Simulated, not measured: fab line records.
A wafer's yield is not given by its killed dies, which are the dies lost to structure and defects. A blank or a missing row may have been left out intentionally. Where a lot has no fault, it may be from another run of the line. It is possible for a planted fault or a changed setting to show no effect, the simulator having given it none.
What tool caused it? -- flow berkeley-cmos170 -- 15 lots with 45 wafers sampled at 4 steps, on a route of 331 steps

WHAT THE GAUGES SHOWED, per wafer
UCB170_PWELL_OVL_MEAS_13.
lot,measured,on,PWELL_OVL (nm)
L177,day 2 21:58,overlay-01,10 -3 10
L179,day 3 05:28,overlay-01,-2 6 3
L180,day 3 16:22,overlay-02,3 -9 -6
L183,day 4 08:37,overlay-01,9 8 12
L184,day 4 09:11,overlay-02,2 8 5
L185,day 4 12:50,overlay-01,4 3 11
L186,day 4 18:44,overlay-01,10 11 13
L187,day 5 02:17,overlay-01,4 -4 2
L188,day 5 09:19,overlay-02,10 13 12
L193,day 6 07:22,overlay-01,8 1 4
L194,day 6 15:35,overlay-01,0 7 3
L195,day 7 00:20,overlay-01,13 5 13
L196,day 7 00:32,overlay-02,11 11 13
L197,day 7 00:36,overlay-01,11 12 9
L200,day 8 02:46,overlay-01,0 5 3

UCB170_FIELD_THK_MEAS_91.
lot,measured,on,FIELD_OXIDE_LEFT_2_THK (nm)
L177,day 5 18:13,film-metro-04,340 353 341
L179,day 5 20:41,film-metro-04,357 349 349
L180,day 6 01:04,film-metro-01,343 340 341
L183,day 7 07:54,film-metro-01,345 349 356
L184,day 7 07:29,film-metro-04,365 363 359
L185,day 7 07:37,film-metro-02,365 358 361
L193,day 8 22:26,film-metro-01,336 339 336
L194,day 8 22:12,film-metro-01,351 348 356
L195,day 9 17:31,film-metro-04,341 338 338
L196,day 9 17:49,film-metro-01,343 348 350
L197,day 9 17:40,film-metro-02,355 351 362
L200,day 10 16:44,film-metro-01,356 353 340

UCB170_V2_OVL_MEAS_13.
lot,measured,on,V2_OVL (nm)
L177,day 7 23:56,overlay-01,-9 -5 -15
L179,day 7 23:40,overlay-01,1 -3 4
L180,day 8 06:43,overlay-01,-2 2 -5
L183,day 9 10:08,overlay-02,-8 -9 1
L184,day 9 08:52,overlay-01,-4 0 6
L185,day 9 08:58,overlay-02,-8 -3 1
L193,day 11 04:10,overlay-02,-8 -2 -1
L194,day 11 04:19,overlay-01,-5 -11 -6
L195,day 11 18:08,overlay-01,-6 -10 -5
L196,day 11 19:08,overlay-02,1 -4 0
L197,day 11 18:30,overlay-02,3 -7 2
L200,day 12 21:02,overlay-02,-2 4 11

WHICH TOOL RAN EACH LOT (tool, then ch and the chambers of the sampled wafers, then the start)
lot,UCB170_WELLDRIVE_OXIDATION_01
L177,"furnace-02 ch 0, day 3 08:05"
L179,"furnace-03 ch 0, day 3 14:10"
L180,"furnace-04 ch 0, day 4 01:26"
L183,"furnace-02 ch 0, day 4 16:15"
L184,"furnace-03 ch 0, day 4 20:14"
L185,"furnace-03 ch 0, day 4 20:14"
L186,"furnace-04, day 5 03:28"
L187,"furnace-03, day 5 09:41"
L188,"furnace-03, day 5 16:11"
L193,"furnace-03 ch 0, day 6 17:04"
L194,"furnace-03 ch 0, day 6 23:19"
L195,"furnace-04 ch 0, day 7 06:43"
L196,"furnace-04 ch 0, day 7 06:43"
L197,"furnace-04 ch 0, day 7 06:43"
L200,"furnace-03 ch 0, day 8 09:09"
- UCB170_WELLDRIVE_OXIDATION_01: target thk 199 nm, ox time 9000 s.

AS READ BY THE TOOLS THEMSELVES (means over the sampled wafers that have a number; for cases with no such wafer, the mark the record gives instead)
UCB170_WELLDRIVE_OXIDATION_01.
lot,tool,ox-temp-c (C),ox-temp-c-max,zone-power-centre-pct (%)
L177,furnace-02,1100.3,1103.4,51
L179,furnace-03,1100.2,1105.1,60
L180,furnace-04,1099.8,1104.4,47
L183,furnace-02,1100.1,1102.6,51
L184,furnace-03,1099.8,1105.2,60
L185,furnace-03,1099.9,1105.3,59
L186,furnace-04,-,-,-
L187,furnace-03,-,-,-
L188,furnace-03,-,-,-
L193,furnace-03,1100.5,1106.9,60
L194,furnace-03,1100.2,1106.6,60
L195,furnace-04,1100.0,1105.1,47
L196,furnace-04,1099.5,1104.0,47
L197,furnace-04,1099.6,1105.3,47
L200,furnace-03,1099.8,1106.5,60

THE ANSWER, worked out from the rows above alone
Rule: the usual values come from the lots themselves. The widest of any qualifying gaps counts: lots, ordered by their means at a reading, are off when they make up no more than a third of the lots, leave a main group of 4 or more, and stand apart from it by 3 or more times the standard deviation of that group's means. A main group is skipped when, at the precision printed for the reading in the tables above, its means are all equal. Also off: a lot with no number at a reading for which 4 or more lots have one. The other lots that the step has rows for count as sound. First the gauges in route order, then the tools' own readings, where a lot's mean is used as printed above. At the first step where some lot is off, the reading lying furthest off is the one used; lots without a number count as furthest.
Off: L186, L187, L188, at UCB170_WELLDRIVE_OXIDATION_01 (ox-temp-c). Without a number there: L186, L187, L188. Main group: mean 1100.0 C, sd 0.28.
If a tool, at that step or one of the process steps before it, ran each lot that is off and ran no sound lot following the first of them, it fits. None of those tried fits.

WHAT WAS PUT IN BY THE SIMULATOR
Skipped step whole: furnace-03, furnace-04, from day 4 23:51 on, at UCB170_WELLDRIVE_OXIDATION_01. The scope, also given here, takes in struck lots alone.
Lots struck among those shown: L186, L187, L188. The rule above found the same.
